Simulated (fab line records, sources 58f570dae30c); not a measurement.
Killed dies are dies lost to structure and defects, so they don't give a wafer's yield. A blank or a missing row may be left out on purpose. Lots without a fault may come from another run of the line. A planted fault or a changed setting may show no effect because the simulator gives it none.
Which tool did it? | flow berkeley_cmos170 | 14 lots, 42 wafers sampled, at 4 steps of a route of 331

WHAT THE GAUGES READ, wafer by wafer
UCB170_GATE_THK_MEAS_05.
lot  | measured     | on            | GATE_POLY_THK (nm)
L858 | day 6 13:15  | film_metro-02 | 212.8 214.3 212.9
L859 | day 6 13:15  | film_metro-04 | 217.4 216.9 217.5
L860 | day 7 13:02  | film_metro-01 | 213.8 214.4 213.5
L861 | day 7 13:02  | film_metro-04 | 214.3 214.1 212.4
L862 | day 7 17:02  | film_metro-02 | 211.2 212.5 211.6
L864 | day 8 15:49  | film_metro-02 | 214.6 213.4 215.4
L865 | day 8 15:46  | film_metro-01 | 211.5 214.1 211.2
L868 | day 8 20:23  | film_metro-02 | 216.4 215.9 215.7
L869 | day 8 20:24  | film_metro-01 | 217.0 214.0 215.1
L876 | day 10 03:39 | film_metro-04 | 217.2 217.9 216.7
L880 | day 11 06:15 | film_metro-02 | 218.0 216.6 216.8
L881 | day 11 06:17 | film_metro-04 | 216.0 215.5 216.8

UCB170_SDANNEAL_RS_MEAS_03: measures by four-point-probe.
lot  | measured     | on            | NSD_RS (ohm/sq)
L858 | day 7 07:14  | film_metro-01 | 37.09 37.14 37.15
L859 | day 7 07:38  | film_metro-04 | 37.18 37.19 37.03
L860 | day 8 06:10  | film_metro-03 | 37.13 37.15 37.16
L861 | day 8 05:59  | film_metro-01 | 37.22 37.19 37.20
L862 | day 8 11:42  | film_metro-04 | 37.06 37.05 37.15
L864 | day 9 08:57  | film_metro-01 | 37.19 37.25 37.18
L865 | day 9 08:28  | film_metro-01 | 37.24 37.05 37.06
L868 | day 9 11:54  | film_metro-04 | 37.29 37.29 37.36
L869 | day 9 12:19  | film_metro-01 | 37.06 37.06 37.12
L876 | day 10 20:45 | film_metro-01 | 37.05 37.06 37.09
L880 | day 12 01:08 | film_metro-04 | 37.21 37.15 37.13
L881 | day 12 01:45 | film_metro-01 | 37.11 37.13 37.13

WHICH TOOL RAN EACH LOT (tool, then ch and the chambers of the sampled wafers, then the start)
lot  | UCB170_SCREENOX_OXIDATION_01  | UCB170_NVT_SOFTBAKE_02
L858 | furnace-04 ch 0, day 5 16:46  | litho_track-03 ch 0, day 6 00:09
L859 | furnace-04 ch 0, day 5 16:46  | litho_track-01 ch 0, day 6 00:01
L860 | furnace-04 ch 0, day 6 09:49  | litho_track-01 ch 0, day 6 17:25
L861 | furnace-04 ch 0, day 6 09:49  | litho_track-04 ch 0, day 6 17:29
L862 | furnace-02 ch 0, day 6 17:41  | litho_track-01 ch 0, day 7 01:02
L864 | furnace-01 ch 0, day 7 12:27  | litho_track-03 ch 0, day 7 20:13
L865 | furnace-01 ch 0, day 7 12:27  | litho_track-01 ch 0, day 7 20:01
L868 | furnace-04 ch 0, day 7 19:50  | litho_track-03 ch 0, day 8 03:22
L869 | furnace-04 ch 0, day 7 19:50  | litho_track-01 ch 0, day 8 03:25
L871 | furnace-04, day 8 17:53       | -
L872 | furnace-04, day 8 17:53       | -
L876 | furnace-04 ch 0, day 9 04:09  | litho_track-01 ch 0, day 9 12:03
L880 | furnace-04 ch 0, day 10 07:09 | litho_track-03 ch 0, day 10 13:05
L881 | furnace-04 ch 0, day 10 07:09 | litho_track-04 ch 0, day 10 13:07
- UCB170_SCREENOX_OXIDATION_01: target thk 14.4 nm, ox time 2400 s.
- UCB170_NVT_SOFTBAKE_02: time 62.46 s.

WHAT THE TOOLS THEMSELVES READ (means of the sampled wafers that have a number; where no wafer has one, the mark that the record gives instead)
UCB170_SCREENOX_OXIDATION_01.
lot  | tool       | ox_temp_c (C) | ox_temp_c_max | tube_center_temp_C_max
L858 | furnace-04 | 899.8         | 902.5         | 902.5
L859 | furnace-04 | 899.8         | 902.0         | 902.3
L860 | furnace-04 | 899.8         | 902.1         | 902.4
L861 | furnace-04 | 900.0         | 902.2         | 901.7
L862 | furnace-02 | 900.6         | 905.7         | 902.0
L864 | furnace-01 | 900.2         | 904.6         | 902.1
L865 | furnace-01 | 900.0         | 904.2         | 902.2
L868 | furnace-04 | 900.1         | 902.4         | 902.2
L869 | furnace-04 | 900.1         | 902.4         | 902.5
L871 | furnace-04 | -             | -             | -
L872 | furnace-04 | -             | -             | -
L876 | furnace-04 | 899.9         | 902.1         | 902.4
L880 | furnace-04 | 899.7         | 902.0         | 902.2
L881 | furnace-04 | 899.8         | 902.0         | 902.9

UCB170_NVT_SOFTBAKE_02.
lot  | tool           | plate_sensor_t_centre_C (C) | plate_sensor_t_edge_C (C)
L858 | litho_track-03 | 131.41                      | 131.53
L859 | litho_track-01 | 131.42                      | 131.54
L860 | litho_track-01 | 131.41                      | 131.54
L861 | litho_track-04 | 131.41                      | 131.54
L862 | litho_track-01 | 131.41                      | 131.54
L864 | litho_track-03 | 131.42                      | 131.54
L865 | litho_track-01 | 131.40                      | 131.54
L868 | litho_track-03 | 131.40                      | 131.54
L869 | litho_track-01 | 131.41                      | 131.54
L876 | litho_track-01 | 131.42                      | 131.52
L880 | litho_track-03 | 131.41                      | 131.53
L881 | litho_track-04 | 131.41                      | 131.54

THE ANSWER, worked out from the rows above alone
Rule: what is usual is taken from the lots themselves. Put in order of their means at a reading, lots are off if they are a third of the lots or fewer, leave a main group of 4 or more, and stand apart from it by a gap of 3 or more times the standard deviation of the main group's means; of several such gaps the widest counts. A main group whose means are all the same, to the digits that the tables above print for the reading, isn't used. A lot without any number at a reading at which 4 lots or more have one is off too. The other lots that the step has rows for count as sound. The gauges are gone through in route order, then the tools' own readings, and for those a lot's mean is taken as printed above. The first step at which some lot is off is used, and at that step the reading that is off furthest; a lot without a number counts as furthest.
Off: L871, L872, at UCB170_SCREENOX_OXIDATION_01 (ox_temp_c). Without a number there: L871, L872. The main group: mean 900.0 C, standard deviation 0.24.
A tool fits if, at that step or a process step before it, it ran every lot that is off, and no sound lot after the first of them. None of those tried fits.

WHAT THE SIMULATOR HAD PUT IN
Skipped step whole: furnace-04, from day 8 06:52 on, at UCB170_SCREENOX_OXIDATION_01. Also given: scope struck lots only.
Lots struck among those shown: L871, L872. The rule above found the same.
